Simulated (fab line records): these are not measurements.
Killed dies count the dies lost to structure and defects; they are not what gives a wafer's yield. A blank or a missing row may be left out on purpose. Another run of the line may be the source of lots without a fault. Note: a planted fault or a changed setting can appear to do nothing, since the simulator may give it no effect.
Which tool was responsible? -- flow rit-cmos -- 42 wafers from 14 lots sampled at 2 of the route's 202 steps

WHAT THE GAUGES SHOWED, per wafer
RIT_NWELL_OVL_MEAS_06.
lot,measured,on,NWELL_OVL (nm)
L609,day 2 03:02,overlay-01,-2.6 -0.6 -2.8
L612,day 2 17:21,overlay-02,-2.0 -2.9 -1.8
L613,day 2 20:56,overlay-02,-2.4 -3.8 -3.7
L615,day 3 08:18,overlay-02,-2.0 -0.6 -0.2
L616,day 3 12:32,overlay-01,-0.1 -1.6 -1.5
L617,day 3 16:03,overlay-01,-4.2 -3.4 -1.9
L618,day 4 01:36,overlay-02,0.1 -0.3 -0.9
L619,day 4 02:10,overlay-01,-1.7 -1.6 -1.9
L624,day 5 01:25,overlay-01,-2.1 -0.6 -1.6
L627,day 5 20:18,overlay-02,0.9 0.9 0.2
L629,day 6 05:59,overlay-02,-1.5 -1.3 0.8
L630,day 6 09:19,overlay-02,-0.8 -2.3 -2.8
L631,day 6 13:28,overlay-02,0.0 -2.4 -0.3
L632,day 6 20:51,overlay-01,-0.4 0.1 -0.2

RIT_WELLDRIVE_RS_MEAS_01: measurement is done with a four-point probe.
lot,measured,on,NWELL_RS (ohm/sq)
L609,day 2 11:11,film-metro-03,274.9 276.1 276.1
L612,day 3 00:57,film-metro-03,274.4 275.0 273.7
L613,day 3 05:09,film-metro-01,275.2 276.7 275.8
L615,day 3 16:03,film-metro-03,276.0 276.7 275.2
L616,day 3 22:13,film-metro-03,275.4 276.0 275.9
L617,day 4 01:51,film-metro-02,274.9 276.5 275.3
L618,day 4 09:34,film-metro-03,276.7 276.7 276.9
L619,day 4 10:27,film-metro-01,275.9 275.7 276.0
L624,day 5 09:02,film-metro-03,276.3 276.8 276.2
L627,day 6 05:32,film-metro-01,273.9 274.1 274.1
L629,day 6 13:47,film-metro-03,275.5 275.0 275.4
L630,day 6 18:52,film-metro-01,273.8 273.5 273.9
L631,day 6 20:56,film-metro-01,275.8 275.1 275.2
L632,day 7 05:49,film-metro-03,277.4 276.4 277.1

EACH LOT AND THE TOOL THAT RAN IT (in order: tool; ch and the chambers of the sampled wafers; start)
Record: no process step prior to these readings.

WHAT THE TOOLS THEMSELVES READ (means of the sampled wafers that have a number; where no wafer has one, the mark that the record gives instead)
The record holds no such reading with a usual standard deviation.

THE ANSWER, worked out from the rows above alone
Rule: usual is defined by the lots themselves. The widest of any qualifying gaps counts: lots, ordered by their means at a reading, are off when they make up no more than a third of the lots, leave a main group of 4 or more, and stand apart from it by 3 or more times the standard deviation of that group's means. A main group whose means are all the same, to the digits that the tables above print for the reading, isn't used. Also off: a lot with no number at a reading for which 4 or more lots have one. Where the step has rows for the other lots, those lots are counted as sound. Order of review: gauges by route order, followed by the tools' own readings, for which a lot's mean as printed above is used. The first step at which some lot is off is used, and at that step the reading that is off furthest; a lot without a number counts as furthest.
Across all readings shown, no lot is off: no conclusion can be drawn from this.

WHAT WAS PUT IN BY THE SIMULATOR
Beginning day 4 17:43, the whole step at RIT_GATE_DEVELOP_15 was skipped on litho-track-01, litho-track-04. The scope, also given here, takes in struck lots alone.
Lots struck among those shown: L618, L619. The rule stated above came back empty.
